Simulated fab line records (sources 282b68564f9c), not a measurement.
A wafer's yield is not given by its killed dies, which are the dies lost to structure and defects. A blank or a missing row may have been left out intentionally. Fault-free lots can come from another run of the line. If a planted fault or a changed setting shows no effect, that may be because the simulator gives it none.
Split-lot experiment -- flow rit cmos -- route with 202 steps; 5 lots, 23 wafers read

ON THE SPLIT
At RIT_PWELL_IMPLANT_08, the setting dose cm2 was moved away from the recipe's 7e+13 on 8 of the 23 wafers read, by +3.4% to +4.3%. All remaining wafers had this setting at the recipe value.

FROM THE SPLIT TO THE READING: what the file shows between them, 3 steps
- RIT_PWELL_STRIP_09: strips in O2, time 180 s
- RIT_WELLDRIVE_ANNEAL_00: time 14700 s
- RIT_WELLDRIVE_RS_MEAS_01: measures by four-point-probe

THE READING
PWELL_RS (ohm/sq), read at RIT_WELLDRIVE_RS_MEAS_02 with a four-point probe. Typical for fault-free wafers on this fab line: 430.1 ohm/sq, with standard deviation 1 ohm/sq.

wafer,"tool, chamber at the split",dose cm2 as run,against the recipe,"PWELL_RS, ohm/sq",against lot-mates on the recipe
L074.2,"implanter-01, 0",7e+13,recipe,429.4,-
L074.3,"implanter-01, 0",7.239e+13,+3.4%,420.8,-7.9
L074.4,"implanter-01, 0",7e+13,recipe,428.1,-
L074.5,"implanter-01, 0",7.239e+13,+3.4%,419.7,-9.1
L074.6,"implanter-01, 0",7.239e+13,+3.4%,420.8,-7.9
L079.1,"implanter-03, 0",7e+13,recipe,430.8,-
L079.2,"implanter-03, 0",7e+13,recipe,431.6,-
L079.3,"implanter-03, 0",7e+13,recipe,432.2,-
L079.5,"implanter-03, 0",7e+13,recipe,430.7,-
L079.6,"implanter-03, 0",7e+13,recipe,431.7,-
L081.1,"implanter-03, 0",7.302e+13,+4.3%,418.3,-10.6
L081.2,"implanter-03, 0",7.302e+13,+4.3%,419.1,-9.8
L081.4,"implanter-03, 0",7e+13,recipe,429.1,-
L081.5,"implanter-03, 0",7.302e+13,+4.3%,418.9,-10.0
L081.6,"implanter-03, 0",7e+13,recipe,428.7,-
L082.2,"implanter-01, 0",7.248e+13,+3.5%,420.1,-10.7
L082.3,"implanter-01, 0",7e+13,recipe,430.5,-
L082.4,"implanter-01, 0",7.248e+13,+3.5%,420.0,-10.8
L082.5,"implanter-01, 0",7e+13,recipe,431.7,-
L082.6,"implanter-01, 0",7e+13,recipe,430.3,-
L085.1,"implanter-01, 0",7e+13,recipe,429.4,-
L085.4,"implanter-01, 0",7e+13,recipe,432.1,-
L085.6,"implanter-01, 0",7e+13,recipe,430.7,-

FIT RESULTS
A straight line over all 23 wafers: PWELL_RS changes by -2.82 ohm/sq for each +1% of dose cm2; r = -0.98; the points scatter about the line by 1.1 ohm/sq.
The same after taking each lot's own level away (the mean of its wafers on the recipe; 23 wafers): -2.52 ohm/sq for each +1%; r = -0.98; scatter 0.91 ohm/sq.
According to that fit, moving dose cm2 by its largest amount changes the reading by 11 ohm/sq.
Measured against the standard deviation above, the lots' own levels, which go from 428.75 to 431.40 ohm/sq, span 2.6 times it.
So the lot-to-lot level changes the slope: the two fits differ.
Check: with one of the wafers moved furthest among these (+4.3%) left out of the fit, the line predicts -10.9 ohm/sq for it against its lot-mates. It came out at -10.6 ohm/sq against them.

OTHER SPLITS APPLIED TO THESE WAFERS
Other splits were also applied to these wafers ahead of the reading. Each is held against what the fit with the lots' levels taken away leaves over:
other split on the same wafers,wafers away from the commonest value,r with PWELL_RS (lot level and that fit taken away)
RIT_ACTIVE_OXIDATION_01 ox time s,15,+0.28
RIT_FOX2_OXIDATION_00 ox time s,10,+0.06
RIT_FOX2_WET_ETCH_03 time s,18,-0.36
RIT_NWELL_IMPLANT_08 dose cm2,8,+0.01

FILE'S OWN FIT
PWELL_RS changes by -2.58 ohm/sq for each +1% of dose cm2, r = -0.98.
